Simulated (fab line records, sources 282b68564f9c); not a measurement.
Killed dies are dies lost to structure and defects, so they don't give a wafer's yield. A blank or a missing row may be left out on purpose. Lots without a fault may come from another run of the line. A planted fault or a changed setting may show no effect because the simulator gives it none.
A struck lot beside a sound one | flow rit_cmos | 14 steps out of a route of 202
Sound: wafers L435.3, L435.5, L435.6. Struck: wafers L447.1, L447.4, L447.6. The cause comes at the end.
At each step with rows: each side's tool, then ch and its chambers, then its first start. Under that, the readings that differ: sound wafers | struck wafers | difference of the means | sigmas: that difference in standard deviations of wafers without a fault.
alike: readings whose means differ by less than 2 such deviations, and words and numbers that are the same on both sides. not compared: withheld readings, readings that some wafer has no value for, bounds like >300 that may hide the same value, and numbers for which the record gives no deviation and whose values overlap.
The two part at a step that has a row with sigmas, a row that says differs or no value, or rows on one side only. Numbers that don't overlap but have no deviation are shown without sigmas and don't part them. A reading that every wafer of one side lacks parts them only if that side has two wafers or more.

RIT_GATE_THK_MEAS_07:
  sound on film_metro-02, day 3 10:36; struck on film_metro-01, day 6 03:10
  alike: GATE_OXIDE_THK
then, 1 step without rows for these wafers: RIT_GATE_CVD_08 (deposits poly-Si from SiH4, target thk 250 nm, time 2220 s).
RIT_GATE_THK_MEAS_09:
  sound on film_metro-01, day 3 12:17; struck on film_metro-01, day 6 04:51
  alike: GATE_POLY_THK
then, 6 steps without rows for these wafers: RIT_GATE_HMDS_10 (prime time 60 s); RIT_GATE_COAT_11 (resist thk 841 nm); RIT_GATE_SOFTBAKE_12 (time 60 s); RIT_GATE_EXPOSE_13 (exposes mask M6, target cd 150 nm); RIT_GATE_PEB_14; RIT_GATE_DEVELOP_15 (develop time 50 s).
RIT_GATE_CD_MEAS_16: target cd 150 nm.
  sound on cd_sem-02, day 3 13:26; struck on cd_sem-02, day 6 05:53
  alike: cd_nm
RIT_GATE_OVL_MEAS_17:
  sound on overlay-02, day 3 13:32; struck on overlay-02, day 6 06:00
  alike: GATE_OVL
then, 1 step without rows for these wafers: RIT_GATE_HARDBAKE_18 (time 60 s).
RIT_GATE_ETCH_19: etches poly-Si in SF6/CHF3/O2, stops on SiO2, time 165 s, target depth 312.5 nm.
  sound on rie_si-01 ch 0,1,2, day 3 13:42; struck on rie_si-01 ch 1,3, day 6 06:19
  reading                                   | sound             | struck            | difference | sigmas
  oes_product_au (a.u.)                     | 0.866 0.828 0.844 | 0.776 0.779 0.767 | -0.072     | -6
  model.GATE.feature_depth_nm (nm)          | 248.8 248.4 246   | 218.5 223.9 218   | -27.6      |
  model.etch.depth_nm (nm)                  | 248.8 248.4 246   | 218.5 223.9 218   | -27.6      |
  model.NOVOLAK_of_GATE_COAT_11.thk_nm (nm) | 657.5 661.9 654.3 | 692.6 687.8 691.7 | +32.8      |
  alike: CHF3_flow_sccm, drypump_motor_current_A, throttle_valve_pct
  not compared: rf_hours_counter_h
RIT_GATE_STRIP_20: strips in O2, time 180 s.
  sound on plasma_asher-03 ch 0,1, day 3 13:52; struck on plasma_asher-03 ch 1, day 6 06:25
  alike: drypump_motor_current_A
  not compared: rf_hours_counter_h

WHERE THEY PART
Only at RIT_GATE_ETCH_19, within this record. Later steps at which nothing parts them and some readings are alike: RIT_GATE_STRIP_20.

WHY: what the simulator had put in
Process parameter drift: rie_si-01, from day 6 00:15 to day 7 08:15, at RIT_GATE_ETCH_19. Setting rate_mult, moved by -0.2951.
